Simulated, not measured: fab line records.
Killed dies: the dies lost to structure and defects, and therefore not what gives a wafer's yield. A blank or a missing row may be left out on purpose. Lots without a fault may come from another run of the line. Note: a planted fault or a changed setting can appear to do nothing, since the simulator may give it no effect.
8D (eight disciplines) problem report, filled in by code | flow rit-cmos | the parts of the form that need people (team, actions taken, sign-off) are left out

1. WHAT IS WRONG
M1_OVL at RIT_M1_OVL_MEAS_10 reads a mean of 241.2 nm on 9 wafers of 3 lots; wafers without a fault read 0.7 nm with a standard deviation of 1.5. That is +99 or more standard deviations from the usual mean.
The first sign was on wafer L640.1 at day 6 20:26, on overlay-01. Wafers with a number at this step in the record: 45, from 15 lots. Rule for "out", or "out of limits": more than 4 standard deviations from the usual mean. All remaining wafers that have a number are taken as sound.

2. WHAT IT IS; WHAT IT IS NOT
question                    | is                     | is not
which readings at this step | M1_OVL                 | -
which lots                  | L640, L642, L644       | L624, L626, L627, L628, L629, L630, L631, L632, L633, L634, L635, L639
which wafers of those lots  | all that have a number | -
read on which gauges        | overlay-01, overlay-02 | -
when                        | from day 6 20:26       | up to then (36 sound wafers)

3. SUSPECTS, AND WHAT RULES EACH OUT
Counting: a tool at any process step up to the reading remains a suspect when it ran all the lots that are out and ran no sound lot after the first of those.
- the gauge at RIT_M1_OVL_MEAS_10 is ruled out. The wafers that are out were read on 2 gauges (overlay-01, overlay-02).
- iline-stepper-02 at RIT_M1_EXPOSE_06 (exposes mask M12, target cd 2600 nm): kept. It processed each lot that is out, first L640 at day 6 19:53, and no sound lot thereafter; up to then, the last sound lot it processed was L635 at day 5 19:05.
After counting, what remains is iline-stepper-02 at RIT_M1_EXPOSE_06.

4. THE CAUSE (what the simulator had put in)
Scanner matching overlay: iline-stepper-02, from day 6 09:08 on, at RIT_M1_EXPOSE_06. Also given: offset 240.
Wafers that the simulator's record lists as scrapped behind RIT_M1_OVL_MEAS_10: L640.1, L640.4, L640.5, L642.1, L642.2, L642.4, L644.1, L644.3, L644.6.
Counting left only this tool.

5. THE EFFECT CHAIN, in route order
Each row: a reading whose mean over the struck wafers that have a number lies more than 3 standard deviations from the usual. Only readings whose record carries a usual standard deviation are examined. hours: median over the lots of the time between each lot's start at the first step of this table that gives one and its start at this step. sigmas: the change, counted in usual standard deviations.
hours | step               | reading | usual  | on struck wafers | change | sigmas
0     | RIT_M1_OVL_MEAS_10 | M1_OVL  | 0.7 nm | 241.2            | +240.5 | +99 or more

6. WHAT WOULD HAVE CAUGHT IT SOONER
11 hours passed between the start of the fault at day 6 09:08 and the first reading out of limits at a measuring or inspecting step in this record, taken at day 6 20:26.
Tool readings at RIT_M1_EXPOSE_06 with a usual standard deviation given in the record: none out on any struck wafer, hence no alarm at a limit of 4 standard deviations on them.
Among the 3 lots that are out, L642, L644 began RIT_M1_EXPOSE_06 on iline-stepper-02 after day 6 20:26. A hold on the tool at that time would have spared those 2.
